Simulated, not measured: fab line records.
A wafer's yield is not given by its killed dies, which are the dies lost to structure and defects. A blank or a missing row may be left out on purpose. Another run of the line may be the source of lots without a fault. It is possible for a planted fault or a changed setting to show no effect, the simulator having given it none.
Chamber matching :: flow berkeley-cmos170 :: UCB170_M1_ETCH_11 on rie-diel-03 has 4 sister chambers
The step etches BARC in N2/H2. 14 wafers are shown with their chamber, then 7 later ones without.

WAFERS WITH THEIR CHAMBER
wafer: L594.2
chamber: 2
throttle-valve-pct (%): 13.26
drypump-motor-current-A (A): 5.7
oes-product-au (a.u.): 1.047

wafer: L594.3
chamber: 1
throttle-valve-pct (%): 13.19
drypump-motor-current-A (A): 5.4
oes-product-au (a.u.): 0.999

wafer: L594.4
chamber: 3
throttle-valve-pct (%): 13.66
drypump-motor-current-A (A): 5.4
oes-product-au (a.u.): 0.989

wafer: L598.2
chamber: 2
throttle-valve-pct (%): 13.27
drypump-motor-current-A (A): 5.7
oes-product-au (a.u.): 1.034

wafer: L598.3
chamber: 1
throttle-valve-pct (%): 13.18
drypump-motor-current-A (A): 5.4
oes-product-au (a.u.): 1.000

wafer: L598.4
chamber: 3
throttle-valve-pct (%): 13.66
drypump-motor-current-A (A): 5.3
oes-product-au (a.u.): 0.980

wafer: L595.2
chamber: 0
throttle-valve-pct (%): 13.52
drypump-motor-current-A (A): 6.1
oes-product-au (a.u.): 1.003

wafer: L595.5
chamber: 3
throttle-valve-pct (%): 13.64
drypump-motor-current-A (A): 5.4
oes-product-au (a.u.): 0.985

wafer: L595.6
chamber: 2
throttle-valve-pct (%): 13.24
drypump-motor-current-A (A): 5.8
oes-product-au (a.u.): 1.039

wafer: L603.2
chamber: 0
throttle-valve-pct (%): 13.54
drypump-motor-current-A (A): 6.0
oes-product-au (a.u.): 1.014

wafer: L603.4
chamber: 3
throttle-valve-pct (%): 13.64
drypump-motor-current-A (A): 5.4
oes-product-au (a.u.): 0.993

wafer: L603.6
chamber: 2
throttle-valve-pct (%): 13.26
drypump-motor-current-A (A): 5.7
oes-product-au (a.u.): 1.045

wafer: L605.1
chamber: 3
throttle-valve-pct (%): 13.63
drypump-motor-current-A (A): 5.3
oes-product-au (a.u.): 0.995

wafer: L605.2
chamber: 0
throttle-valve-pct (%): 13.55
drypump-motor-current-A (A): 6.1
oes-product-au (a.u.): 0.997

SIGNATURES (averages over the wafers above)
reading: throttle-valve-pct
chamber 0: 13.5367
chamber 1: 13.1850
chamber 2: 13.2575
chamber 3: 13.6460
scatter within a chamber: 0.0131

reading: drypump-motor-current-A
chamber 0: 6.067
chamber 1: 5.400
chamber 2: 5.725
chamber 3: 5.360
scatter within a chamber: 0.0512

reading: oes-product-au
chamber 0: 1.00467
chamber 1: 0.99950
chamber 2: 1.04125
chamber 3: 0.98840
scatter within a chamber: 0.00633
Rule: a wafer's distance from a chamber is the root of the sum, over the readings, of the square of ((its reading less the chamber's mean) divided by the reading's scatter). If the next closest chamber is less than 2 further off than the closest, the wafer can't be placed; otherwise it belongs to the closest. The scatter: the root of (the sum of the squares of (reading less its chamber's mean) over the shown wafers, divided by (wafers less chambers)).

WAFERS WITH NO CHAMBER GIVEN
wafer: L605.6
throttle-valve-pct (%): 13.18
drypump-motor-current-A (A): 5.4
oes-product-au (a.u.): 1.014

wafer: L608.2
throttle-valve-pct (%): 13.65
drypump-motor-current-A (A): 5.3
oes-product-au (a.u.): 0.998

wafer: L608.4
throttle-valve-pct (%): 13.19
drypump-motor-current-A (A): 5.4
oes-product-au (a.u.): 1.016

wafer: L608.6
throttle-valve-pct (%): 13.66
drypump-motor-current-A (A): 5.4
oes-product-au (a.u.): 0.992

wafer: L612.1
throttle-valve-pct (%): 13.18
drypump-motor-current-A (A): 5.4
oes-product-au (a.u.): 1.006

wafer: L612.2
throttle-valve-pct (%): 13.24
drypump-motor-current-A (A): 5.7
oes-product-au (a.u.): 1.041

wafer: L612.6
throttle-valve-pct (%): 13.65
drypump-motor-current-A (A): 5.3
oes-product-au (a.u.): 0.983

WHICH CHAMBER EACH ONE RAN IN
wafer: L605.6
from the rows above: 1
in truth: 1

wafer: L608.2
from the rows above: 3
in truth: 3

wafer: L608.4
from the rows above: 1
in truth: 1

wafer: L608.6
from the rows above: 3
in truth: 3

wafer: L612.1
from the rows above: 1
in truth: 1

wafer: L612.2
from the rows above: 2
in truth: 2

wafer: L612.6
from the rows above: 3
in truth: 3
7 of 7 placed correctly. Left unplaced by these rows: 0. Wrongly placed: 0.
